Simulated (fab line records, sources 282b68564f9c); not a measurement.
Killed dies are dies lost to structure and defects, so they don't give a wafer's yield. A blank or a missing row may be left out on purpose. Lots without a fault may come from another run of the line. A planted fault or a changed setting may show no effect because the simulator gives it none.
fab line records | flow rit_cmos
record lots=12 wafers=36 last_day=7
route steps=202 shown CONTACT@183 M1@202
lots that met no fault: from a run of the same line without faults
start_h: hours from the record's first day to the start of the lot's first wafer shown | wait_h: hours since the lot's step before | " the same as in the row above | L1.1+2: a row that stands for several wafers | - no value, or no start given | * or withheld: withheld | < > ~ a bound
route shown NAME@n: a module of which the file shows steps, and the number in the route of the first | usual: mean/standard deviation of fault-free wafers | same: alike in all rows | chamber/n: place in a boat | sites: the reading at each site | _std_site: their standard deviation | _edge_site: outer sites' mean less inner sites' | radius_mm: how far each site lies from the wafer's centre | mask NAME#n: copy n | behind: the tool/chamber that last shaped the wafer | hold: why the lot was held/for how many hours/how that ended | device: the transistor (n, p or np) that didn't switch | end of line: the same wafers' tests at the end of the route | a step without rows: its recipe alone | killed: dies lost to structure and defects at the first sort, not the wafer's yield | map: a wafer's dies, x killed, . not, _ none there
set.NAME: the setting as run; set.NAME@STEP: as run at that earlier step | model.NAME: the simulator's own value behind a step, which no gauge read
steps of the route over a sample of lots; a table a step, a row a wafer
## steps
# step RIT_CONTACT_CLEAN_14
# recipe chemistry=SC2 mix=3:3:50 time_s=600 temp_c=75 dry=n2_spin
# columns lot.wafer tool chamber start_h wait_h
L750.3+4+6 wet_bench-01 1 51.97 0.0
L751.4+5+6 wet_bench-01 2 58.05 0.0
L752.1+2+3 wet_bench-04 2 63.11 0.0
L758.3+5+6 wet_bench-03 3 93.60 0.0
L763.2+3+6 wet_bench-01 0 117.67 0.0
L764.3+5+6 wet_bench-04 1 123.14 0.0
L765.2+4+6 wet_bench-04 3 128.14 0.0
L767.2+5+6 wet_bench-01 2 137.28 0.0
L768.3+5+6 wet_bench-01 2 142.57 0.0
L770.2+3+5 wet_bench-04 2 153.19 0.0
L772.1+3+4 wet_bench-04 1 162.27 0.0
L773.1+2+3 wet_bench-01 1 166.61 0.0
# step RIT_M1_PROBE_99
# usual killed_at_contacts=0.1/0.36 killed_at_front_end=7/3.4 killed_dies=7/3.4 killed_on_rim=2.0/1.5 killed_open=3.3/2 killed_short=3.8/2.4
# same gross_dies=264 killed_at_M0_to_M3=0 killed_at_M4_up=0 killed_at_back_side=0 killed_at_other=0
# columns lot.wafer tool chamber start_h wait_h killed_at_contacts killed_at_front_end killed_dies killed_on_rim killed_open killed_short
L750.3 prober-02 - 56.31 0.2 2 7 9 4 4 5
L750.4 prober-02 - 56.36 0.2 0 9 9 4 5 4
L750.6 prober-02 - 56.46 0.2 0 2 2 1 2 0
L751.4 prober-01 - 62.65 0.2 0 7 7 3 2 5
L751.5 prober-01 - 62.70 0.2 0 7 7 2 5 2
L751.6 prober-01 - 62.75 0.2 0 6 6 2 3 3
L752.1 prober-02 - 67.60 0.1 0 4 4 2 4 0
L752.2 prober-02 - 67.65 0.1 0 5 5 1 2 3
L752.3 prober-02 - 67.70 0.2 0 9 9 2 3 6
L758.3 prober-02 - 97.95 0.2 39 10 49 11 6 4
L758.5 prober-02 - 98.05 0.2 37 4 41 11 1 3
L758.6 prober-02 - 98.10 0.2 39 4 43 11 2 2
L763.2 prober-01 - 121.91 0.1 0 11 11 4 6 5
L763.3 prober-01 - 121.96 0.2 0 4 4 0 1 3
L763.6 prober-01 - 122.11 0.2 0 14 14 5 7 7
L764.3 prober-02 - 127.55 0.2 0 6 6 2 5 1
L764.5 prober-02 - 127.65 0.2 0 13 13 2 9 4
L764.6 prober-02 - 127.70 0.2 0 11 11 2 3 8
L765.2 prober-01 - 132.42 0.1 0 5 5 2 2 3
L765.4 prober-01 - 132.52 0.2 0 6 6 3 2 4
L765.6 prober-01 - 132.62 0.2 0 12 12 1 8 4
L767.2 prober-01 - 141.64 0.1 0 6 6 2 4 2
L767.5 prober-01 - 141.79 0.2 0 1 1 0 1 0
L767.6 prober-01 - 141.84 0.2 0 5 5 1 1 4
L768.3 prober-02 - 147.17 0.2 0 2 2 1 2 0
L768.5 prober-02 - 147.27 0.2 0 12 12 4 7 5
L768.6 prober-02 - 147.32 0.2 0 8 8 4 4 3
L770.2 prober-02 - 158.49 0.1 0 12 12 4 5 7
L770.3 prober-02 - 158.54 0.2 0 6 6 2 1 5
L770.5 prober-02 - 158.64 0.2 0 11 11 3 6 5
L772.1 prober-02 - 166.51 0.1 0 7 7 3 5 2
L772.3 prober-02 - 166.61 0.2 0 8 8 2 2 6
L772.4 prober-02 - 166.66 0.2 0 5 5 1 1 4
L773.1 prober-01 - 170.96 0.1 0 9 9 4 5 4
L773.2 prober-01 - 171.01 0.1 0 2 2 1 2 0
L773.3 prober-01 - 171.06 0.2 0 6 6 1 1 5
# killed by level:class
L750.3 SILICIDE:geometric_particle:short=2 CONTACT:geometric_particle:open=2 FOX1:geometric_particle:short=1 FOX2:geometric_particle:short=1 GATE:geometric_particle:open=1 REOX:geometric_particle:short=1 SILICIDE:geometric_particle:open=1
L750.4 GATE:geometric_particle:open=3 GATE:geometric_particle:short=2 FOX1:geometric_particle:open=1 FOX1:geometric_particle:short=1 REOX:geometric_particle:open=1 SILICIDE:geometric_particle:short=1
L750.6 REOX:geometric_particle:open=1 SILICIDE:geometric_particle:open=1
L751.4 GATE:geometric_particle:short=2 SILICIDE:geometric_particle:short=2 FOX1:geometric_particle:short=1 GATE:geometric_particle:open=1 SILICIDE:geometric_particle:open=1
L751.5 SILICIDE:geometric_particle:open=3 GATE:geometric_particle:open=1 SPACER:geometric_particle:short=1 SPACER:geometric_particle:open=1 SILICIDE:geometric_particle:short=1
L751.6 SILICIDE:geometric_particle:open=2 FOX1:geometric_particle:short=1 FOX2:geometric_particle:short=1 REOX:geometric_particle:open=1 SILICIDE:geometric_particle:short=1
L752.1 FOX1:geometric_particle:open=1 FOX2:geometric_particle:open=1 REOX:geometric_particle:open=1 SILICIDE:geometric_particle:open=1
L752.2 GATE:geometric_particle:short=2 FOX1:geometric_particle:open=1 FOX2:geometric_particle:open=1 SPACER:geometric_particle:short=1
L752.3 GATE:geometric_particle:open=2 SILICIDE:geometric_particle:short=2 FOX1:geometric_particle:short=1 FOX2:geometric_particle:short=1 GATE:geometric_particle:short=1 SPACER:geometric_particle:short=1 SILICIDE:geometric_particle:open=1
L758.3 CONTACT:unspecified=39 REOX:geometric_particle:short=4 REOX:geometric_particle:open=3 FOX1:geometric_particle:open=1 FOX2:geometric_particle:open=1 GATE:geometric_particle:open=1
L758.5 CONTACT:unspecified=37 FOX1:geometric_particle:short=1 GATE:geometric_particle:short=1 SPACER:geometric_particle:open=1 SPACER:geometric_particle:short=1
L758.6 CONTACT:unspecified=39 SPACER:geometric_particle:short=2 FOX1:geometric_particle:open=1 GATE:geometric_particle:open=1
L763.2 GATE:geometric_particle:short=3 GATE:geometric_particle:open=3 SPACER:geometric_particle:short=2 FOX1:geometric_particle:open=1 FOX2:geometric_particle:open=1 SPACER:geometric_particle:open=1
L763.3 GATE:geometric_particle:short=2 GATE:geometric_particle:open=1 SILICIDE:geometric_particle:short=1
L763.6 SPACER:geometric_particle:short=4 GATE:geometric_particle:open=3 REOX:geometric_particle:open=2 SPACER:geometric_particle:open=2 GATE:geometric_particle:short=1 REOX:geometric_particle:short=1 SILICIDE:geometric_particle:short=1
L764.3 FOX2:geometric_particle:open=1 GATE:geometric_particle:short=1 GATE:geometric_particle:open=1 REOX:geometric_particle:open=1 SPACER:geometric_particle:open=1 SILICIDE:geometric_particle:open=1
L764.5 GATE:geometric_particle:open=4 GATE:geometric_particle:short=3 REOX:geometric_particle:open=2 SPACER:geometric_particle:open=2 SPACER:geometric_particle:short=1 SILICIDE:geometric_particle:open=1
L764.6 GATE:geometric_particle:short=3 SPACER:geometric_particle:short=2 FOX1:geometric_particle:short=1 FOX2:geometric_particle:short=1 GATE:geometric_particle:open=1 REOX:geometric_particle:short=1 SPACER:geometric_particle:open=1 SILICIDE:geometric_particle:open=1
L765.2 REOX:geometric_particle:short=2 SILICIDE:geometric_particle:open=2 SILICIDE:geometric_particle:short=1
L765.4 GATE:geometric_particle:short=3 GATE:geometric_particle:open=1 REOX:geometric_particle:open=1 SPACER:geometric_particle:short=1
L765.6 GATE:geometric_particle:open=4 FOX1:geometric_particle:short=3 FOX1:geometric_particle:open=1 FOX2:geometric_particle:open=1 GATE:geometric_particle:short=1 REOX:geometric_particle:open=1 SPACER:geometric_particle:open=1
L767.2 GATE:geometric_particle:open=2 FOX1:geometric_particle:open=1 GATE:geometric_particle:short=1 SILICIDE:geometric_particle:short=1 SILICIDE:geometric_particle:open=1
L767.5 FOX1:geometric_particle:open=1
L767.6 SILICIDE:geometric_particle:short=2 FOX1:geometric_particle:short=1 GATE:geometric_particle:short=1 REOX:geometric_particle:open=1
L768.3 REOX:geometric_particle:open=1 SILICIDE:geometric_particle:open=1
L768.5 GATE:geometric_particle:short=3 FOX1:geometric_particle:open=2 GATE:geometric_particle:open=2 REOX:geometric_particle:open=2 FOX1:geometric_particle:short=1 SPACER:geometric_particle:short=1 SPACER:geometric_particle:open=1
L768.6 FOX1:geometric_particle:open=2 GATE:geometric_particle:open=2 FOX1:geometric_particle:short=1 GATE:geometric_particle:short=1 REOX:geometric_particle:short=1 NSD:coat_microbubble_printed=1
L770.2 FOX1:geometric_particle:short=4 SILICIDE:geometric_particle:open=2 FOX1:geometric_particle:open=1 FOX2:geometric_particle:open=1 FOX2:geometric_particle:short=1 GATE:geometric_particle:short=1 SPACER:geometric_particle:short=1 SPACER:geometric_particle:open=1
L770.3 FOX1:geometric_particle:short=2 GATE:geometric_particle:short=2 FOX1:geometric_particle:open=1 SPACER:geometric_particle:short=1
L770.5 GATE:geometric_particle:short=3 GATE:geometric_particle:open=2 SPACER:geometric_particle:open=2 FOX1:geometric_particle:short=1 FOX1:geometric_particle:open=1 SPACER:geometric_particle:short=1 SILICIDE:geometric_particle:open=1
L772.1 GATE:geometric_particle:open=2 SILICIDE:geometric_particle:open=2 FOX1:geometric_particle:open=1 GATE:geometric_particle:short=1 REOX:geometric_particle:short=1
L772.3 SILICIDE:geometric_particle:short=4 GATE:geometric_particle:open=2 GATE:geometric_particle:short=1 REOX:geometric_particle:short=1
L772.4 SILICIDE:geometric_particle:short=2 FOX2:geometric_particle:short=1 GATE:geometric_particle:short=1 SILICIDE:geometric_particle:open=1
L773.1 FOX2:geometric_particle:open=2 SILICIDE:geometric_particle:open=2 FOX1:geometric_particle:short=1 FOX2:geometric_particle:short=1 GATE:geometric_particle:short=1 SPACER:geometric_particle:open=1 SPACER:geometric_particle:short=1
L773.2 FOX2:geometric_particle:open=1 REOX:geometric_particle:open=1
L773.3 SPACER:geometric_particle:short=3 GATE:geometric_particle:short=1 SILICIDE:geometric_particle:short=1 SILICIDE:geometric_particle:open=1
## key
first_sign step=RIT_M1_PROBE_99 reading=killed_at_contacts direction=up sigmas=38 usual=0.1 struck=38.3
effect step=RIT_M1_PROBE_99 reading=killed_dies direction=up sigmas=11 usual=7 struck=44
met_at RIT_CONTACT_CLEAN_14
struck_lots L758
struck_wafers L758.3,L758.5,L758.6
tester_left_out L758
fault kind=chamber_particle_source tool=wet_bench-03 chamber=3 onset_h=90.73 steps=RIT_CONTACT_CLEAN_14 rate_per_visit_cm2=1.9984 end_h=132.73
# tester_left_out: of these lots the tester's yield and bins aren't shown, on N5 and GAA mostly nor the transistor test; their killed dies are dies lost to structure and defects alone, not to doping, threshold or leakage, so they don't give the yield
